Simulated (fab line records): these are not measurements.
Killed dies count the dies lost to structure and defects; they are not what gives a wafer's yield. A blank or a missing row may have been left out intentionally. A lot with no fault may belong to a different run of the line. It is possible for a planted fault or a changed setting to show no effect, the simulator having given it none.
A sampling plan put to the test + flow berkeley cmos170 + 11 faults told of in these records, all on one fab line, each judged by the records of the lots it struck
The line's own looks make up the plan; these are the steps of the route where a gauge or inspection reads the wafer and leaves it unchanged. A look is open to judgement when struck wafers have a number at it and the file gives its usual mean and standard deviation on fault-free wafers. Caught: at a look after the fault's first step, the mean of the struck wafers lies 4 or more of those standard deviations (sigma) from the usual mean. On the tool: the test repeated on the tool's own readings taken at the fault's steps. Another recipe on the struck wafers, or a record that is blank for them alone, also counts as caught.

## THE FAULTS, as the simulator had put them in
1. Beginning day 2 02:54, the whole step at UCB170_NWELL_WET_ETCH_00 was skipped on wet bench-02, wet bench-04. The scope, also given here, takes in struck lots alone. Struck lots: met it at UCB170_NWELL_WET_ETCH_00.
2. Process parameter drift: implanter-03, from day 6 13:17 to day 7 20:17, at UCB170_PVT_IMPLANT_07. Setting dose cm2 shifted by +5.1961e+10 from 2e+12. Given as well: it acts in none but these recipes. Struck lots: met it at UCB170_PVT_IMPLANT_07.
3. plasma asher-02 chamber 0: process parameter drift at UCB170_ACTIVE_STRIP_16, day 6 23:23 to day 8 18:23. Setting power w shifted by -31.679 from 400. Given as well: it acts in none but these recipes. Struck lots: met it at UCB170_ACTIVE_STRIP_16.
4. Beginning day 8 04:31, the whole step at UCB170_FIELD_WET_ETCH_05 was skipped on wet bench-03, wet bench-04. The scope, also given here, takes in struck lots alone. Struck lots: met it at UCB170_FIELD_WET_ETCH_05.
5. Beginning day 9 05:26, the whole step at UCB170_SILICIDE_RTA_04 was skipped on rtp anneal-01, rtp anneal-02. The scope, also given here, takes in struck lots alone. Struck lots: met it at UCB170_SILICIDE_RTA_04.
6. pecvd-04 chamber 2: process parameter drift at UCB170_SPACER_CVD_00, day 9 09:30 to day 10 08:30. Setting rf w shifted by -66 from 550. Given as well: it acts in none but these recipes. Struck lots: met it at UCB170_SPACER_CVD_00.
7. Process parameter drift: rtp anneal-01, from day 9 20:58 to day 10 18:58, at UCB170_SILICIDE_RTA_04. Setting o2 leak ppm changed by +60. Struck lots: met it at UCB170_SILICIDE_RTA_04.
8. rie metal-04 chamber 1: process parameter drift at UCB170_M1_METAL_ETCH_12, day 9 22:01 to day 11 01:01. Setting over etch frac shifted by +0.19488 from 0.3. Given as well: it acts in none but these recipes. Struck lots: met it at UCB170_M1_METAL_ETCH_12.
9. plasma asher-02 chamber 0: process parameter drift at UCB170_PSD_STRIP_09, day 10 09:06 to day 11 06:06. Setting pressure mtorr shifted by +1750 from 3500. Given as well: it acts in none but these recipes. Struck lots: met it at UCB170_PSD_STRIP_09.
10. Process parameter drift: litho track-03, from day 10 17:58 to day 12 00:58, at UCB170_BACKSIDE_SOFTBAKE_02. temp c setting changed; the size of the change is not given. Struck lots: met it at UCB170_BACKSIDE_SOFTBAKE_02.
11. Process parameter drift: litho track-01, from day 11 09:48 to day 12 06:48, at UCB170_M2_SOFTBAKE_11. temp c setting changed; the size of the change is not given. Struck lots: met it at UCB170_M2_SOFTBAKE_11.

## WHAT THE PLAN SAW
| fault | on the tool itself                               | first look that catches it                      | reading, sigma | median hours from its first step to that look | hours from the fault's start to the first struck lot there | judged looks passed uncaught |
|-------|--------------------------------------------------|-------------------------------------------------|----------------|-----------------------------------------------|------------------------------------------------------------|------------------------------|
| 1     | the tool's record is blank for the struck wafers | no look after it can be judged                  | -              | -                                             | -                                                          | 0                            |
| 2     | dose ions cm2 +23 sigma                          | not the one look that can be judged after it    | -              | -                                             | -                                                          | 1                            |
| 3     | strip time to endpoint s +13 sigma               | no look after it can be judged                  | -              | -                                             | -                                                          | 0                            |
| 4     | the tool's record is blank for the struck wafers | no look after it can be judged                  | -              | -                                             | -                                                          | 0                            |
| 5     | the tool's record is blank for the struck wafers | no look after it can be judged                  | -              | -                                             | -                                                          | 0                            |
| 6     | rf fwd power W -23 sigma                         | not the one look that can be judged after it    | -              | -                                             | -                                                          | 1                            |
| 7     | chamber o2 ppm +99 or beyond sigma               | no look after it can be judged                  | -              | -                                             | -                                                          | 0                            |
| 8     | only faintly: oes product au -3.9 sigma          | not the one look that can be judged after it    | -              | -                                             | -                                                          | 1                            |
| 9     | chamber pressure mTorr +99 or beyond sigma       | no look after it can be judged                  | -              | -                                             | -                                                          | 0                            |
| 10    | heater power total W -69 sigma                   | none of the 2 looks that can be judged after it | -              | -                                             | -                                                          | 2                            |
| 11    | heater power total W +99 or beyond sigma         | UCB170_M2_CD_MEAS_15                            | cd nm -11      | 1.3                                           | 4                                                          | 0                            |
A dash: the fault is not caught, or the number is missing from these records.

Caught at a look: 1 of 11. Caught on the tool: 10 of 11. By one or the other: 10 of 11.
Faults caught by the tool alone: 1, 2, 3, 4, 5, 6, 7, 9, 10.
Caught by neither: fault 8.

## THINNER SAMPLING
Were the look that catches a fault to measure just every second or every third lot (counted by lot number), the first struck lot would, at worst, be measured this late:
| fault | struck lots at that look, in order of time | every lot | every second lot | every third lot |
|-------|--------------------------------------------|-----------|------------------|-----------------|
| 11    | L461, L464, L463                           | 4 h       | 13 h             | may miss all 3  |
Hours count from the start of the fault until the first struck lot that is measured. Since the struck wafers were tested as one group against 4 sigma, a single lot by itself may lie under the limit. Other struck lots may not be in these records.

## THE LONGEST TIMED WAY FROM STEP TO LOOK
Fault 11: the median time between UCB170_M2_SOFTBAKE_11 and UCB170_M2_CD_MEAS_15 is 1.3 hours. No look between them can be judged.
